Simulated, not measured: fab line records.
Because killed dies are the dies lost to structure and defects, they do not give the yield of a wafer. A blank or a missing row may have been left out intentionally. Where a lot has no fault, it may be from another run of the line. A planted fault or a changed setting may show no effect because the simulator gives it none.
fab line records + flow rit-cmos
record
- lots=15
- wafers=45
- last-day=7
route steps=202 shown ACTIVE@11 SILICIDE@164 CONTACT@180 M1@202
lots untouched by any fault: they come from a run of this same line in which no faults occurred
start-h: start of the lot's first displayed wafer, in hours after the record's first day + wait-h: time in hours since the lot's previous step + " unchanged from the row above + L1.1+2: a row that stands for several wafers + - value missing, or start not given + * or withheld: withheld + < > ~ a bound
route shown NAME@n: NAME is a module with steps in the file, n the number in the route of the first one + usual: the fault-free wafers' mean and standard deviation + same: alike in all rows + chamber/n: place in a boat + sites: each site's reading + _std_site: the values' standard deviation + _edge_site: inner sites' mean taken away from outer sites' mean + radius-mm: how far each site lies from the wafer's centre + mask NAME#n: copy n + behind: the most recent tool/chamber to have shaped the wafer + hold: why the lot was held/for how many hours/how that ended + device: transistor that didn't switch, given as n, p or np + end of line: the route-end tests of the same wafers + a step without rows: its recipe alone + killed: the dies lost at the first sort to structure and to defects; this is not the yield of the wafer + map: per-die view of a wafer (x killed, . not killed, _ where there is no die)
set.NAME: the setting the step ran with; set.NAME@STEP: the setting that earlier step ran with + model.NAME: the simulator's own value behind a step, which no gauge read
route steps across a sampled set of lots; one table per step, one row per wafer
services: the hour from which a tool's chamber was out of use, counted from the record's first day as start-h (under 0 if before that day), plus the number of hours and why
## steps
# step RIT_ACTIVE_DEVELOP_10
# recipe
- resist=NOVOLAK
- develop-time-s=50
- dev-temp-c=23
| lot.wafer  | tool           | chamber | start-h | wait-h |
|------------|----------------|---------|---------|--------|
| L223.2+4+6 | litho-track-03 | 0       | 14      | -      |
| L224.3+4+5 | litho-track-01 | 0       | 19      | -      |
| L225.2+3+4 | litho-track-02 | 0       | 25      | -      |
| L229.2+3+4 | litho-track-01 | 0       | 46      | -      |
| L230.3+5+6 | litho-track-01 | 0       | 50      | -      |
| L231.3+4+6 | litho-track-01 | 0       | 55      | -      |
| L233.4+5+6 | litho-track-03 | 0       | 64      | -      |
| L234.1+2+6 | litho-track-02 | 0       | 70      | -      |
| L236.2+3+5 | litho-track-03 | 0       | 79      | -      |
| L241.1+4+5 | litho-track-02 | 0       | 106     | -      |
| L242.1+4+5 | litho-track-02 | 0       | 110     | -      |
| L243.3+4+6 | litho-track-02 | 0       | 114     | -      |
| L244.1+5+6 | litho-track-02 | 0       | 119     | -      |
| L245.4+5+6 | litho-track-02 | 0       | 126     | -      |
| L246.1+5+6 | litho-track-03 | 0       | 129     | -      |
# step RIT_SILICIDE_THK_MEAS_03
# recipe
- thk-meas-gauge=xrf
- reads=Ti_of_SILICIDE_SPUTTER_01
# usual
- SILICIDE_TI_THK=29.8/0.49
| lot.wafer | tool          | chamber | start-h | wait-h | SILICIDE_TI_THK[nm] |
|-----------|---------------|---------|---------|--------|---------------------|
| L223.2    | film-metro-01 | -       | 52.37   | 0.1    | 29.7                |
| L223.4    | "             | -       | "       | "      | 30.5                |
| L223.6    | "             | -       | "       | "      | 30.5                |
| L224.3    | film-metro-01 | -       | 56.91   | 0.1    | 30.0                |
| L224.4    | "             | -       | "       | "      | 29.3                |
| L224.5    | "             | -       | "       | "      | 29.7                |
| L225.2    | film-metro-01 | -       | 65.32   | 0.1    | 30.0                |
| L225.3    | "             | -       | "       | "      | 30.4                |
| L225.4    | "             | -       | "       | "      | 29.8                |
| L233.4    | film-metro-04 | -       | 101.18  | 0.1    | 29.4                |
| L233.5    | "             | -       | "       | "      | 29.9                |
| L233.6    | "             | -       | "       | "      | 29.5                |
| L234.1    | film-metro-04 | -       | 110.28  | 0.1    | 29.0                |
| L234.2    | "             | -       | "       | "      | 29.3                |
| L234.6    | "             | -       | "       | "      | 29.3                |
| L236.2    | film-metro-04 | -       | 121.26  | 0.1    | 29.9                |
| L236.3    | "             | -       | "       | "      | 29.9                |
| L236.5    | "             | -       | "       | "      | 29.8                |
| L241.1    | film-metro-04 | -       | 144.83  | 0.1    | 29.5                |
| L241.4    | "             | -       | "       | "      | 30.2                |
| L241.5    | "             | -       | "       | "      | 29.4                |
| L242.1    | film-metro-04 | -       | 147.67  | 0.1    | 29.9                |
| L242.4    | "             | -       | "       | "      | 29.3                |
| L242.5    | "             | -       | "       | "      | 29.9                |
| L243.3    | film-metro-04 | -       | 153.21  | 0.1    | 29.9                |
| L243.4    | "             | -       | "       | "      | 30.6                |
| L243.6    | "             | -       | "       | "      | 30.1                |
| L244.1    | film-metro-03 | -       | 160.46  | 0.1    | 30.3                |
| L244.5    | "             | -       | "       | "      | 30.5                |
| L244.6    | "             | -       | "       | "      | 30.3                |
| L245.4    | film-metro-04 | -       | 166.62  | 0.1    | 30.0                |
| L245.5    | "             | -       | "       | "      | 30.2                |
| L245.6    | "             | -       | "       | "      | 29.5                |
| L246.1    | film-metro-03 | -       | 171.34  | 0.1    | 30.6                |
| L246.5    | "             | -       | "       | "      | 30.6                |
| L246.6    | "             | -       | "       | "      | 30.1                |
# step RIT_SILICIDE_RTA_04
# recipe
- temp-c=650
- time-s=10
- idle-temp-c=25
- ramp-up-s=5
- ramp-down-s=5
- cool-to-c=25
- ambient=N2
# usual
- wafer_temp_C_max=652.7/0.87
| lot.wafer | tool          | chamber | start-h | wait-h | wafer_temp_C_max |
|-----------|---------------|---------|---------|--------|------------------|
| L223.2    | rtp-anneal-02 | 0       | 52.43   | 0.1    | 653.2            |
| L223.4    | "             | 0       | "       | "      | 653.0            |
| L223.6    | "             | 0       | "       | "      | 653.1            |
| L224.3    | rtp-anneal-01 | 0       | 56.97   | 0.1    | 651.4            |
| L224.4    | "             | 0       | "       | "      | 651.8            |
| L224.5    | "             | 0       | "       | "      | 651.7            |
| L225.2    | rtp-anneal-02 | 0       | 65.39   | 0.1    | 654.2            |
| L225.3    | "             | 0       | "       | "      | 653.8            |
| L225.4    | "             | 0       | "       | "      | 653.9            |
| L233.4    | rtp-anneal-02 | 0       | 101.25  | 0.1    | 653.2            |
| L233.5    | "             | 0       | "       | "      | 653.7            |
| L233.6    | "             | 0       | "       | "      | 653.0            |
| L234.1    | rtp-anneal-01 | 0       | 110.34  | 0.1    | 652.5            |
| L234.2    | "             | 0       | "       | "      | 651.3            |
| L234.6    | "             | 0       | "       | "      | 650.6            |
| L236.2    | rtp-anneal-01 | 0       | 121.32  | 0.1    | 651.6            |
| L236.3    | "             | 0       | "       | "      | 652.1            |
| L236.5    | "             | 0       | "       | "      | 652.7            |
| L241.1    | rtp-anneal-02 | 0       | 144.89  | 0.1    | 654.4            |
| L241.4    | "             | 0       | "       | "      | 655.1            |
| L241.5    | "             | 0       | "       | "      | 653.5            |
| L242.1    | rtp-anneal-01 | 0       | 147.73  | 0.1    | 652.4            |
| L242.4    | "             | 0       | "       | "      | 652.6            |
| L242.5    | "             | 0       | "       | "      | 651.9            |
| L243.3    | rtp-anneal-02 | 0       | 153.27  | 0.1    | 654.7            |
| L243.4    | "             | 0       | "       | "      | 654.2            |
| L243.6    | "             | 0       | "       | "      | 653.3            |
| L244.1    | rtp-anneal-01 | 0       | 160.52  | 0.1    | 651.9            |
| L244.5    | "             | 0       | "       | "      | 651.7            |
| L244.6    | "             | 0       | "       | "      | 652.1            |
| L245.4    | rtp-anneal-02 | 0       | 166.69  | 0.1    | 653.6            |
| L245.5    | "             | 0       | "       | "      | 654.8            |
| L245.6    | "             | 0       | "       | "      | 653.2            |
| L246.1    | rtp-anneal-01 | 0       | 171.40  | 0.1    | 651.6            |
| L246.5    | "             | 0       | "       | "      | 651.7            |
| L246.6    | "             | 0       | "       | "      | 651.7            |
# step RIT_CONTACT_STRIP_12
# recipe
- chemistry=O2
- time-s=180
- resist=NOVOLAK
- platen-temp-c=withheld
- power-w=500
- pressure-mtorr=4000
- o2-flow-sccm=4000
# usual
- drypump-motor-current-A=5.9/0.67
| lot.wafer | tool            | chamber | start-h | wait-h | drypump-motor-current-A | rf-hours-counter-h |
|-----------|-----------------|---------|---------|--------|-------------------------|--------------------|
| L223.2    | plasma-asher-01 | 0       | 54.32   | 0.1    | 6.6                     | 40                 |
| L223.4    | "               | 1       | "       | "      | 6.0                     | -                  |
| L223.6    | "               | 1       | "       | "      | 6.0                     | -                  |
| L224.3    | plasma-asher-01 | 0       | 58.89   | 0.2    | 6.6                     | -                  |
| L224.4    | "               | 1       | "       | "      | 6.0                     | -                  |
| L224.5    | "               | 0       | "       | "      | 6.6                     | -                  |
| L225.2    | plasma-asher-03 | 0       | 67.13   | 0.1    | 6.1                     | 26                 |
| L225.3    | "               | 1       | "       | "      | 5.0                     | -                  |
| L225.4    | "               | 0       | "       | "      | 6.1                     | -                  |
| L233.4    | plasma-asher-03 | 1       | 103.12  | 0.2    | 5.0                     | -                  |
| L233.5    | "               | 0       | "       | "      | 6.1                     | -                  |
| L233.6    | "               | 1       | "       | "      | 5.1                     | -                  |
| L234.1    | plasma-asher-01 | 0       | 112.21  | 0.1    | 6.6                     | 47                 |
| L234.2    | "               | 1       | "       | "      | 6.1                     | 47                 |
| L234.6    | "               | 1       | "       | "      | 6.0                     | -                  |
| L236.2    | plasma-asher-02 | 1       | 123.23  | 0.1    | 6.4                     | 1                  |
| L236.3    | "               | 1       | "       | "      | 6.4                     | -                  |
| L236.5    | "               | 0       | "       | "      | 4.6                     | -                  |
| L241.1    | plasma-asher-03 | 0       | 146.64  | 0.1    | 6.1                     | 35                 |
| L241.4    | "               | 0       | "       | "      | 6.1                     | -                  |
| L241.5    | "               | 0       | "       | "      | 6.1                     | -                  |
| L242.1    | plasma-asher-01 | 0       | 149.61  | 0.1    | 6.6                     | 51                 |
| L242.4    | "               | 0       | "       | "      | 6.6                     | -                  |
| L242.5    | "               | 1       | "       | "      | 6.0                     | -                  |
| L243.3    | plasma-asher-03 | 1       | 155.06  | 0.2    | 5.1                     | -                  |
| L243.4    | "               | 0       | "       | "      | 6.1                     | -                  |
| L243.6    | "               | 0       | "       | "      | 6.1                     | -                  |
| L244.1    | plasma-asher-03 | 1       | 162.41  | 0.1    | 5.1                     | 36                 |
| L244.5    | "               | 1       | "       | "      | 5.0                     | -                  |
| L244.6    | "               | 0       | "       | "      | 6.1                     | -                  |
| L245.4    | plasma-asher-01 | 1       | 168.48  | 0.2    | 6.0                     | -                  |
| L245.5    | "               | 0       | "       | "      | 6.6                     | -                  |
| L245.6    | "               | 1       | "       | "      | 6.0                     | -                  |
| L246.1    | plasma-asher-03 | 1       | 173.17  | 0.1    | 5.1                     | 38                 |
| L246.5    | "               | 1       | "       | "      | 5.1                     | -                  |
| L246.6    | "               | 0       | "       | "      | 6.1                     | -                  |
# step RIT_M1_PROBE_99
# usual
- killed-at-contacts=0.1/0.23
- killed-at-front-end=6/3.2
- killed-dies=7/3.2
- killed-on-rim=1.7/1.4
- killed-open=3.4/1.8
- killed-short=3.2/2.3
# same
- gross-dies=264
- killed_at_M0_to_M3=0
- killed_at_M4_up=0
- killed-at-back-side=0
- killed-at-other=0
| lot.wafer | tool      | chamber | start-h | wait-h | killed-at-contacts | killed-at-front-end | killed-dies | killed-on-rim | killed-open | killed-short |
|-----------|-----------|---------|---------|--------|--------------------|---------------------|-------------|---------------|-------------|--------------|
| L229.2    | prober-01 | -       | 92.15   | 0.1    | 0                  | 220                 | 220         | 54            | 2           | 2            |
| L229.3    | prober-01 | -       | 92.20   | 0.2    | 0                  | 225                 | 225         | 54            | 1           | 4            |
| L229.4    | prober-01 | -       | 92.25   | 0.2    | 0                  | 219                 | 219         | 55            | 1           | 2            |
| L230.3    | prober-02 | -       | 94.05   | 0.2    | 0                  | 217                 | 217         | 56            | 4           | 3            |
| L230.5    | prober-02 | -       | 94.15   | 0.2    | 0                  | 213                 | 213         | 59            | 3           | 2            |
| L230.6    | prober-02 | -       | 94.20   | 0.2    | 0                  | 220                 | 220         | 55            | 3           | 2            |
| L231.3    | prober-01 | -       | 98.99   | 0.2    | 0                  | 158                 | 158         | 41            | 2           | 2            |
| L231.4    | prober-01 | -       | 99.04   | 0.2    | 0                  | 156                 | 156         | 43            | 3           | 4            |
| L231.6    | prober-01 | -       | 99.14   | 0.2    | 0                  | 163                 | 163         | 42            | 1           | 0            |
| L234.1    | prober-02 | -       | 117.14  | 0.1    | 0                  | 9                   | 9           | 3             | 5           | 4            |
| L234.2    | prober-02 | -       | 117.19  | 0.1    | 0                  | 9                   | 9           | 3             | 5           | 4            |
| L234.6    | prober-02 | -       | 117.39  | 0.2    | 0                  | 8                   | 8           | 1             | 2           | 6            |
| L246.1    | prober-02 | -       | 178.90  | 0.1    | 0                  | 6                   | 6           | 2             | 2           | 4            |
| L246.5    | prober-02 | -       | 179.10  | 0.2    | 0                  | 5                   | 5           | 2             | 4           | 1            |
| L246.6    | prober-02 | -       | 179.15  | 0.2    | 0                  | 7                   | 7           | 2             | 2           | 5            |
# killed by level:class
L229.2 ACTIVE:area-develop=216 GATE:geometric-particle:open=2 FOX1:geometric-particle:short=1 SILICIDE:geometric-particle:short=1
L229.3 ACTIVE:area-develop=220 GATE:geometric-particle:short=3 GATE:geometric-particle:open=1 REOX:geometric-particle:short=1
L229.4 ACTIVE:area-develop=216 SILICIDE:geometric-particle:short=2 SILICIDE:geometric-particle:open=1
L230.3 ACTIVE:area-develop=210 GATE:geometric-particle:open=2 FOX1:geometric-particle:open=1 FOX1:geometric-particle:short=1 SPACER:geometric-particle:open=1 GATE:geometric-particle:short=1 SPACER:geometric-particle:short=1
L230.5 ACTIVE:area-develop=208 GATE:geometric-particle:short=2 GATE:geometric-particle:open=1 REOX:geometric-particle:open=1 SILICIDE:geometric-particle:open=1
L230.6 ACTIVE:area-develop=215 FOX1:geometric-particle:open=1 FOX1:geometric-particle:short=1 GATE:geometric-particle:short=1 GATE:geometric-particle:open=1 SILICIDE:geometric-particle:open=1
L231.3 ACTIVE:area-develop=154 GATE:geometric-particle:short=1 GATE:geometric-particle:open=1 REOX:geometric-particle:short=1 REOX:geometric-particle:open=1
L231.4 ACTIVE:area-develop=149 FOX2:geometric-particle:open=2 SPACER:geometric-particle:short=2 FOX2:geometric-particle:short=1 REOX:geometric-particle:short=1 SPACER:geometric-particle:open=1
L231.6 ACTIVE:area-develop=162 GATE:geometric-particle:open=1
L234.1 GATE:geometric-particle:short=3 GATE:geometric-particle:open=3 FOX1:geometric-particle:short=1 REOX:geometric-particle:open=1 SILICIDE:geometric-particle:open=1
L234.2 GATE:geometric-particle:short=3 FOX1:geometric-particle:open=2 GATE:geometric-particle:open=2 FOX2:geometric-particle:open=1 REOX:geometric-particle:short=1
L234.6 GATE:geometric-particle:short=3 FOX1:geometric-particle:short=1 GATE:geometric-particle:open=1 REOX:geometric-particle:short=1 SILICIDE:geometric-particle:open=1 SILICIDE:geometric-particle:short=1
L246.1 SPACER:geometric-particle:short=2 GATE:geometric-particle:open=1 GATE:geometric-particle:short=1 REOX:geometric-particle:short=1 REOX:geometric-particle:open=1
L246.5 GATE:geometric-particle:open=2 FOX1:geometric-particle:open=1 FOX2:geometric-particle:open=1 GATE:geometric-particle:short=1
L246.6 GATE:geometric-particle:short=3 SPACER:geometric-particle:short=2 GATE:geometric-particle:open=1 SILICIDE:geometric-particle:open=1
## services
| tool            | chamber | start-h | hours | kind       |
|-----------------|---------|---------|-------|------------|
| plasma-asher-03 | -       | -6.72   | 2.8   | pm         |
| plasma-asher-02 | -       | 108.75  | 9.0   | pm         |
| plasma-asher-02 | 0       | 108.75  | 9.0   | vent-cycle |
| plasma-asher-02 | 1       | 108.75  | 9.0   | vent-cycle |
| plasma-asher-03 | -       | 111.20  | 2.5   | repair     |
| plasma-asher-02 | 0       | 117.75  | -     | clean      |
| plasma-asher-02 | 1       | 117.75  | -     | clean      |
| plasma-asher-02 | -       | 162.88  | 14.6  | pm         |
## key
first-sign
- step=RIT_M1_PROBE_99
- reading=killed-at-front-end
- direction=up
- sigmas=61
- usual=6
- struck=199
effect
- step=RIT_M1_PROBE_99
- reading=killed-dies
- direction=up
- sigmas=60
- usual=7
- struck=199
more-kills-born-at
- RIT_ACTIVE_DEVELOP_10@litho-track-01=1750
met-at RIT_ACTIVE_DEVELOP_10
struck-lots L229,L230,L231
later-rows-left-out L229.2,L229.3,L229.4,L230.3,L230.5,L230.6,L231.3,L231.4,L231.6
tester-left-out L229,L230,L231
loop-trim
- step=RIT_ACTIVE_EXPOSE_08
- setting=dose
- lots=L231
not-acting-at RIT_SILICIDE_THK_MEAS_03,RIT_SILICIDE_RTA_04,RIT_CONTACT_STRIP_12
onset-between 19 46
fault
- kind=process-parameter-drift
- tool=litho-track-01
- chamber=-
- onset-h=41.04
- steps=RIT_ACTIVE_DEVELOP_10
- channel=develop-time-s
- offset=*
- shape=step
- end-h=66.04
- acts-in=*
- stated=*
# tester-left-out: of these lots the tester's yield and bins aren't shown, on N5 and GAA mostly nor the transistor test; their killed dies are dies lost to structure and defects alone, not to doping, threshold or leakage, so they don't give the yield
# later-rows-left-out: the simulator's readings of these wafers behind a module that went badly wrong aren't trusted and aren't shown, but for the sort
# loop-trim: a control loop set the setting to another value than it would have without faults
